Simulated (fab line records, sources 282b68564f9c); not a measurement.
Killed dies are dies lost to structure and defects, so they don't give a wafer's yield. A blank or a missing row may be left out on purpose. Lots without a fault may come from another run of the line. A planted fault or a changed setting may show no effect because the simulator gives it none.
One fault seen from 2 desks | flow rit_cmos | each desk has only its own numbers; what lay behind them comes last

THE TOOL OWNER'S DESK: rie_si-01
The tool's own readings at RIT_GATE_ETCH_19 (etches poly-Si in SF6/CHF3/O2, stops on SiO2, time 165 s, target depth 312.5 nm): means of the sampled wafers that have a number, for each lot that ran on this tool. A lot is out of limits, marked OUT, if its mean lies more than 4 standard deviations from the usual mean; the brackets give that distance.
Columns: A = SF6_flow_sccm at RIT_GATE_ETCH_19, usual 30.00 sccm; B = drypump_motor_current_A at RIT_GATE_ETCH_19, usual 5.54 A; C = oes_product_au at RIT_GATE_ETCH_19, usual 0.849 a.u.; D = rf_fwd_power_W at RIT_GATE_ETCH_19, usual 159.4 W; E = throttle_valve_pct at RIT_GATE_ETCH_19, usual 10.24 %
lot  | first seen here | A     | B    | C     | D               | E
L507 | day 3 12:41     | 29.97 | 5.74 | 0.838 | 160.0           | 10.29
L519 | day 6 20:42     | 30.04 | 5.83 | 0.841 | 185.0 (+51) OUT | 10.28
L521 | day 7 02:25     | 30.04 | 5.65 | 0.852 | 184.8 (+51) OUT | 10.24
This desk's finding: out of limits on L519, L521; first on L519, day 6 20:42 (rf_fwd_power_W at RIT_GATE_ETCH_19). In limits: L507.

THE METROLOGY DESK
What the gauges read, lot by lot, whatever tool the lot ran on: means of the sampled wafers that have a number. A lot is out of limits, marked OUT, if its mean lies more than 4 standard deviations from the usual mean; the brackets give that distance.
Columns: A = GATE_OXIDE_THK at RIT_GATE_THK_MEAS_07, usual 3.04 nm; B = GATE_POLY_THK at RIT_GATE_THK_MEAS_09, usual 250.6 nm; C = cd_nm at RIT_GATE_CD_MEAS_16, usual 149.1 nm; D = GATE_OVL at RIT_GATE_OVL_MEAS_17, usual 0.0 nm
lot  | first seen here | A    | B     | C     | D
L507 | day 3 09:19     | 3.05 | 248.3 | 148.2 | 0.4
L508 | day 3 15:43     | 3.11 | 251.0 | 149.4 | -0.7
L514 | day 4 20:35     | 3.01 | 248.4 | 147.2 | -0.5
L519 | day 6 17:41     | 3.02 | 251.0 | 150.6 | 0.7
L521 | day 6 23:32     | 3.08 | 251.2 | 150.6 | -0.3
L522 | day 7 11:04     | 3.02 | 251.4 | 151.0 | 0.1
This desk's finding: nothing out of limits on any of the 6 lots.

PUT TOGETHER
The tool owner's desk could have raised an alarm at day 6 20:42, on L519, L521.
The metrology desk saw nothing out of limits.
The metrology desk has L519, L521 on record, within its limits.
Of the lots named, all ran RIT_GATE_ETCH_19 on rie_si-01.

WHAT THE SIMULATOR HAD PUT IN
Process parameter drift: rie_si-01, from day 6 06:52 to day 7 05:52, at RIT_GATE_ETCH_19. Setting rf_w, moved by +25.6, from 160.
Lots struck among those shown: L519, L521.
Hours from the fault's start to each desk's first reading out of limits: the tool owner's desk, 14.
